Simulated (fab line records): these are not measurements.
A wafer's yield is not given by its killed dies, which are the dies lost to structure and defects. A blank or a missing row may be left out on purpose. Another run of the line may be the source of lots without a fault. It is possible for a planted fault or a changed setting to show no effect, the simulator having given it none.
The tool behind it: which one? + flow berkeley_cmos170 + 21 wafers from 7 lots sampled at 3 of the route's 331 steps

WHAT EACH GAUGE READ, for each wafer
UCB170_NLDD_CD_MEAS_06 targets a cd of 1200 nm.
| lot  | measured     | on        | cd_nm (nm)           |
|------|--------------|-----------|----------------------|
| L867 | day 7 03:34  | cd_sem-02 | 1201.8 1202.3 1201.5 |
| L869 | day 8 03:37  | cd_sem-02 | 1198.7 1198.3 1198.0 |
| L871 | day 8 04:23  | cd_sem-01 | 1199.9 1199.7 1199.7 |
| L873 | day 8 08:42  | cd_sem-02 | 1196.7 1197.1 1198.6 |
| L882 | day 10 14:41 | cd_sem-01 | - - -                |
| L884 | day 10 20:13 | cd_sem-02 | 1199.4 1199.5 1200.1 |
| L886 | day 11 17:21 | cd_sem-02 | 1200.6 1199.9 1198.9 |

WHICH TOOL RAN EACH LOT (tool, then ch and the chambers of the sampled wafers, then the start)
| lot  | UCB170_ZERO_ETCH_06               | UCB170_NLDD_COAT_01               |
|------|-----------------------------------|-----------------------------------|
| L867 | rie_diel-04 ch 1,2, day 2 14:58   | litho_track-04 ch 0, day 7 02:22  |
| L869 | rie_diel-04 ch 0,2,3, day 3 03:17 | litho_track-04 ch 0, day 8 02:49  |
| L871 | rie_diel-03 ch 0,2,3, day 3 10:04 | litho_track-01 ch 0, day 8 03:35  |
| L873 | rie_diel-04 ch 0,1,2, day 3 21:20 | litho_track-01 ch 0, day 8 07:35  |
| L882 | rie_diel-03 ch 1,2, day 5 18:36   | litho_track-03, day 10 13:40      |
| L884 | rie_diel-03 ch 0,1,3, day 6 03:47 | litho_track-04 ch 0, day 10 19:23 |
| L886 | rie_diel-03 ch 2,3, day 6 17:46   | litho_track-01 ch 0, day 11 16:11 |
- UCB170_ZERO_ETCH_06: etches SiO2 in CHF3/CF4/Ar, time 12 s.
- UCB170_NLDD_COAT_01: resist thk 900 nm.

THE ANSWER, worked out from the rows above alone
Rule: what is usual is taken from the lots themselves. Put in order of their means at a reading, lots are off if they are a third of the lots or fewer, leave a main group of 4 or more, and stand apart from it by a gap of 3 or more times the standard deviation of the main group's means; of several such gaps the widest counts. A main group whose means are all the same, to the digits that the tables above print for the reading, isn't used. A lot without any number at a reading at which 4 lots or more have one is off too. Any other lot the step has rows for is counted as sound.
Off at UCB170_NLDD_CD_MEAS_06 (cd_nm): L882. Without a number there: L882. Mean 1199.5 nm and standard deviation 1.4 in the main group.
A tool fits if, at a process step before that reading, it ran every lot that is off, and no sound lot after the first of them. Those tools and the gauges at UCB170_NLDD_CD_MEAS_06 are tried in the same way. This does not decide it: 2 tools fit, namely litho_track-03 at UCB170_NLDD_COAT_01 and cd_sem-01 at UCB170_NLDD_CD_MEAS_06.

WHAT THE SIMULATOR HAD INSERTED
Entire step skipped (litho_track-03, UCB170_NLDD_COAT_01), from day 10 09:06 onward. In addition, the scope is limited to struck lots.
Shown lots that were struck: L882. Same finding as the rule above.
